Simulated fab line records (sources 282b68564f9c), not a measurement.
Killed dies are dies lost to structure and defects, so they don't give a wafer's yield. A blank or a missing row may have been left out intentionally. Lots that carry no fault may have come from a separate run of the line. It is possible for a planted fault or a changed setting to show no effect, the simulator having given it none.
8D (eight disciplines) problem report, filled in by code + flow rit_cmos + the parts of the form that need people (team, actions taken, sign-off) are left out

1. WHAT WENT WRONG
Mean PRETRO_TW at RIT_PRETRO_TW_MEAS_10: 409 over 9 wafers in 3 lots; fault-free wafers: 470, standard deviation 4.1. That puts it -15 standard deviations away from the usual mean.
Earliest sighting: wafer L430.1 on film_metro-04 at day 5 00:20. At this step, 45 wafers from 15 lots have a number in the record. By rule, "out" or "out of limits" means more than 4 standard deviations away from the usual mean. Any other wafer with a number is counted as sound.

2. WHAT IT IS, WHAT IT ISN'T
| question                    | is                           | is not                                                                                                         |
|-----------------------------|------------------------------|----------------------------------------------------------------------------------------------------------------|
| which readings at this step | PRETRO_TW                    | -                                                                                                              |
| which lots                  | L430, L432, L433             | L418, L419, L421, L422, L431, L435, L436, L437, L438, L439, L440, L441                                         |
| which wafers of those lots  | all that have a number       | -                                                                                                              |
| read on which gauges        | film_metro-03, film_metro-04 | film_metro-02                                                                                                  |
| when                        | from day 5 00:20             | up to then (12 sound wafers); but 24 sound wafers of L431, L435, L436, L437, L438, L439, L440, L441 came after |

3. THE SUSPECTS, EACH WITH WHAT RULES IT OUT
Counting: a tool at any process step up to the reading remains a suspect when it ran all the lots that are out and ran no sound lot after the first of those.
- the gauge at RIT_PRETRO_TW_MEAS_10 is ruled out. Those wafers that are out were read across 2 gauges (film_metro-03, film_metro-04).
- implanter-03 at RIT_PRETRO_IMPLANT_08: kept. It processed each lot that is out, first L430 at day 5 00:01, and no sound lot thereafter; up to then, the last sound lot it processed was L422 at day 3 03:55. Its own dose_ions_cm2, faraday_current_uA readings are out on those wafers.
After counting, what remains is implanter-03 at RIT_PRETRO_IMPLANT_08.

4. THE CAUSE (what the simulator had put in)
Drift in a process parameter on implanter-03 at RIT_PRETRO_IMPLANT_08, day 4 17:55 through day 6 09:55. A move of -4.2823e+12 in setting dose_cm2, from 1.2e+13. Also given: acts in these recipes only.
After counting, this tool was the only one left.

5. THE CHAIN OF EFFECTS, in route order
Each row: a reading whose mean over the struck wafers that have a number lies more than 3 standard deviations from the usual. Scope: only readings with a usual standard deviation given in the record; hours: median across lots of the time from each lot's start at the first step in this table that gives one to its start at this step; sigmas: change in usual standard deviations.
| hours | step                  | reading            | usual   | on struck wafers | change   | sigmas      |
|-------|-----------------------|--------------------|---------|------------------|----------|-------------|
| 0     | RIT_PRETRO_IMPLANT_08 | dose_ions_cm2      | 1.2e+13 | 7.7e+12          | -4.3e+12 | -99 or more |
| 0     | RIT_PRETRO_IMPLANT_08 | faraday_current_uA | 38.0    | 24.4             | -13.6    | -19         |
| 0     | RIT_PRETRO_TW_MEAS_10 | PRETRO_TW          | 470     | 409              | -61      | -15         |
Here are the process steps it includes:
- RIT_PRETRO_IMPLANT_08

6. HOW IT WOULD HAVE BEEN CAUGHT EARLIER
6 hours passed between the start of the fault at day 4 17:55 and the first reading out of limits at a measuring or inspecting step in this record, taken at day 5 00:20.
The tool's own readings at RIT_PRETRO_IMPLANT_08 were out on every struck wafer that the step has a row for (dose_ions_cm2, faraday_current_uA): an alarm limit on them would have fired on the first of those.
Of the lots that are out (3), L432, L433 began RIT_PRETRO_IMPLANT_08 on implanter-03 after day 5 00:20. A hold on the tool at that time would have spared those 2.
